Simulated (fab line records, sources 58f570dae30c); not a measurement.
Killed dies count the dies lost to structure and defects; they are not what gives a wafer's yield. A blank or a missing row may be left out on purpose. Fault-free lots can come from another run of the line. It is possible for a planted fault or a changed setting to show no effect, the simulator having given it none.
Matching of chambers | flow berkeley cmos170 | UCB170_GATE_ETCH_15 on rie si-01 has 4 sister chambers
The step etches poly-Si in HBr/Cl2, stops on SiO2, time 56.3 s, target depth 278.2 nm. 14 wafers are shown with their chamber, then 7 later ones without.

## EACH WAFER AND ITS CHAMBER
wafer  | chamber | throttle valve pct (%) | oes product au (a.u.) | drypump motor current A (A)
L559.1 | 0       | 26.31                  | 0.808                 | 5.24
L559.4 | 2       | 26.26                  | 0.819                 | 5.31
L559.6 | 1       | 26.74                  | 0.820                 | 5.22
L565.1 | 3       | 25.99                  | 0.842                 | 5.25
L565.4 | 3       | 25.99                  | 0.846                 | 5.26
L565.5 | 2       | 26.25                  | 0.826                 | 5.31
L564.1 | 3       | 25.98                  | 0.845                 | 5.27
L564.2 | 2       | 26.26                  | 0.828                 | 5.29
L564.6 | 3       | 25.98                  | 0.839                 | 5.29
L569.4 | 0       | 26.31                  | 0.808                 | 5.27
L569.5 | 1       | 26.64                  | 0.838                 | 5.18
L569.6 | 2       | 26.25                  | 0.822                 | 5.33
L572.2 | 3       | 25.98                  | 0.841                 | 5.30
L572.5 | 1       | 26.66                  | 0.840                 | 5.16

SIGNATURES (means of the wafers above)
reading                 | chamber 0 | chamber 1 | chamber 2 | chamber 3 | scatter within a chamber
throttle valve pct      | 26.3100   | 26.6800   | 26.2550   | 25.9840   | 0.0241
oes product au          | 0.80800   | 0.83267   | 0.82375   | 0.84260   | 0.0057
drypump motor current A | 5.2550    | 5.1867    | 5.3100    | 5.2740    | 0.022
Rule: a wafer lies at a distance from a chamber equal to the root of the sum of squares, over the readings, of (its reading less the chamber's mean, divided by the reading's scatter). If the next closest chamber is less than 2 further off than the closest, the wafer can't be placed; otherwise it belongs to the closest. How the scatter is found: for the shown wafers, subtract from each reading the mean of its chamber, square and add these, divide the total by (wafers less chambers), then take the root.

## WAFERS WITHOUT THEIR CHAMBER
wafer  | throttle valve pct (%) | oes product au (a.u.) | drypump motor current A (A)
L572.6 | 26.32                  | 0.812                 | 5.22
L576.2 | 25.97                  | 0.841                 | 5.29
L576.3 | 26.65                  | 0.841                 | 5.11
L576.5 | 26.32                  | 0.809                 | 5.24
L582.1 | 26.24                  | 0.822                 | 5.33
L582.4 | 26.65                  | 0.840                 | 5.21
L582.5 | 26.65                  | 0.838                 | 5.20

## WHICH CHAMBER EACH WENT THROUGH
wafer  | from the rows above | in truth
L572.6 | 0                   | 0
L576.2 | 3                   | 3
L576.3 | 1                   | 1
L576.5 | 0                   | 0
L582.1 | 2                   | 2
L582.4 | 1                   | 1
L582.5 | 1                   | 1
Correctly placed: 7 of 7. Can't be placed from these rows: 0. Wrongly placed: 0.
